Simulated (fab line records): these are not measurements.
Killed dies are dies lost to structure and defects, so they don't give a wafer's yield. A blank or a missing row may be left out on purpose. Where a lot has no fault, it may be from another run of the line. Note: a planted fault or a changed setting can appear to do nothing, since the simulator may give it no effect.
8D (eight disciplines) problem report, filled in by code	flow berkeley-cmos170	the parts of the form that need people (team, actions taken, sign-off) are left out

## 1. WHAT IS WRONG
At UCB170_NLDD_STRIP_10, o2-flow-sccm averages 199.8 sccm over 6 wafers from 2 lots, while fault-free wafers read 400.1 sccm, standard deviation 1.1. So: -99 or more standard deviations from the usual mean.
The step: strips in O2.
First seen on wafer L920.3, day 9 10:29, on plasma-asher-03. At this step, 42 wafers from 14 lots have a number in the record. By rule, "out" or "out of limits" means more than 4 standard deviations away from the usual mean. The other wafers with a number count as sound.

## 2. WHAT IT IS; WHAT IT IS NOT
question	is	is not
which readings at this step	o2-flow-sccm, oes-product-au, strip-time-to-endpoint-s	drypump-motor-current-A
which lots	L920, L923	L909, L910, L911, L912, L913, L917, L922, L924, L926, L927, L928, L929
which wafers of those lots	all that have a number	-
read on which tools	plasma-asher-03	plasma-asher-02, plasma-asher-04
when	from day 9 10:29	up to then (18 sound wafers); but 18 sound wafers of L922, L924, L926, L927, L928, L929 came after

## 3. SUSPECTS, AND WHAT RULES EACH OUT
Counting: a tool at a process step up to the reading stays a suspect if it ran every lot that is out and no sound lot after the first of them.
- plasma-asher-03 at UCB170_NLDD_STRIP_10 (strips in O2): kept. All lots that are out passed through it, beginning with L920 at day 9 10:29, and no sound lot followed; its final sound lot before that point was L913 at day 8 06:58. On those wafers its own readings are out: o2-flow-sccm, oes-product-au, strip-time-to-endpoint-s.
After counting, what remains is plasma-asher-03 at UCB170_NLDD_STRIP_10.

## 4. THE CAUSE (what the simulator had put in)
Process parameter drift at UCB170_NLDD_STRIP_10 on plasma-asher-03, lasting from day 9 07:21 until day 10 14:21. A move of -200 in setting o2-flow-sccm, from 400. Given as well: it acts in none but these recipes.
Only this tool survived the counting.

## 5. THE EFFECT CHAIN, in route order
Rows list readings where the struck wafers' mean (over those with a number) sits beyond 3 standard deviations from the usual. Scope: only readings with a usual standard deviation given in the record; hours: median across lots of the time from each lot's start at the first step in this table that gives one to its start at this step; sigmas: change in usual standard deviations.
hours	step	reading	usual	on struck wafers	change	sigmas
0	UCB170_NLDD_STRIP_10	o2-flow-sccm	400.1 sccm	199.8	-200.4	-99 or more
0	UCB170_NLDD_STRIP_10	oes-product-au	0.734 a.u.	0.671	-0.063	-15
0	UCB170_NLDD_STRIP_10	strip-time-to-endpoint-s	21.67 s	24.76	+3.09	+56
Process steps it contains:
- UCB170_NLDD_STRIP_10: strips in O2.

## 6. HOW IT WOULD HAVE BEEN CAUGHT EARLIER
In this record the first reading out of limits was taken at day 9 10:29, 3 hours after the fault began at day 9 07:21.
